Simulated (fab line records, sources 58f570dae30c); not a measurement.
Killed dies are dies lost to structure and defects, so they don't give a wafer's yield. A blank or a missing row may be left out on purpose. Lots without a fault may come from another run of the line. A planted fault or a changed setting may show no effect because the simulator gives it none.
A struck lot beside a sound one | flow berkeley_cmos170 | 15 steps out of a route of 331
Sound: wafers L128.3, L128.4, L128.5. Struck: wafers L133.3, L133.4, L133.6. The cause comes at the end.
At each step with rows: each side's tool, then ch and its chambers, then its first start. Under that, the readings that differ: sound wafers | struck wafers | difference of the means | sigmas: that difference in standard deviations of wafers without a fault.
alike: readings whose means differ by less than 2 such deviations, and words and numbers that are the same on both sides. not compared: withheld readings, readings that some wafer has no value for, bounds like >300 that may hide the same value, and numbers for which the record gives no deviation and whose values overlap.
The two part at a step that has a row with sigmas, a row that says differs or no value, or rows on one side only. Numbers that don't overlap but have no deviation are shown without sigmas and don't part them. A reading that every wafer of one side lacks parts them only if that side has two wafers or more.

first, 4 steps without rows for these wafers: UCB170_NSD_SOFTBAKE_02 (time 60 s); UCB170_NSD_EXPOSE_03 (exposes mask NSELECT MOD, target cd 1200 nm); UCB170_NSD_PEB_04; UCB170_NSD_DEVELOP_05 (develop time 45 s).
UCB170_NSD_CD_MEAS_06: target cd 1200 nm.
  sound on cd_sem-02, day 7 23:19; struck on cd_sem-02, day 9 00:07
  alike: cd_nm
UCB170_NSD_OVL_MEAS_07:
  sound on overlay-01, day 7 23:24; struck on overlay-01, day 9 00:13
  alike: NSD_OVL
then, 1 step without rows for these wafers: UCB170_NSD_IMPLANT_08.
UCB170_NSD_STRIP_09: strips in O2.
  sound on plasma_asher-04 ch 0,1, day 7 23:37; struck on plasma_asher-03 ch 0,1, day 9 00:25
  alike: drypump_motor_current_A, oes_product_au, strip_time_to_endpoint_s
  not compared: rf_hours_counter_h
UCB170_NSD_TW_MEAS_10:
  sound on film_metro-02, day 7 23:41; struck on film_metro-01, day 9 00:31
  alike: NSD_TW
then, 3 steps without rows for these wafers: UCB170_NSD_CLEAN_11 (cleans in SPM, time 600 s); UCB170_BACKSIDE_HMDS_00 (prime time 60 s); UCB170_BACKSIDE_COAT_01 (resist thk 900 nm).
UCB170_BACKSIDE_SOFTBAKE_02: time 60 s.
  sound on litho_track-02 ch 0, day 8 00:16; struck on litho_track-04 ch 0, day 9 01:15
  reading          | sound             | struck               | difference | sigmas
  run_length_s (s) | 88.94 89.01 88.92 | 103.60 103.84 103.72 | +14.76     | +87
UCB170_BACKSIDE_STRIP_03: strips in O2.
  sound on plasma_asher-04 ch 0,1, day 8 00:23; struck on plasma_asher-02 ch 0,1, day 9 01:23
  alike: drypump_motor_current_A, oes_product_au, strip_time_to_endpoint_s
  not compared: rf_hours_counter_h
UCB170_M3_PROBE_99:
  the record has rows for the struck wafers here (prober-02, day 10 01:39) and none for the sound ones

WHERE THEY PART
First at UCB170_BACKSIDE_SOFTBAKE_02; last, within this record, at UCB170_M3_PROBE_99.

WHY: what the simulator had put in
Process parameter drift: litho_track-04, from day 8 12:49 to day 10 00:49, at UCB170_BACKSIDE_SOFTBAKE_02. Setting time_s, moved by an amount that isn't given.
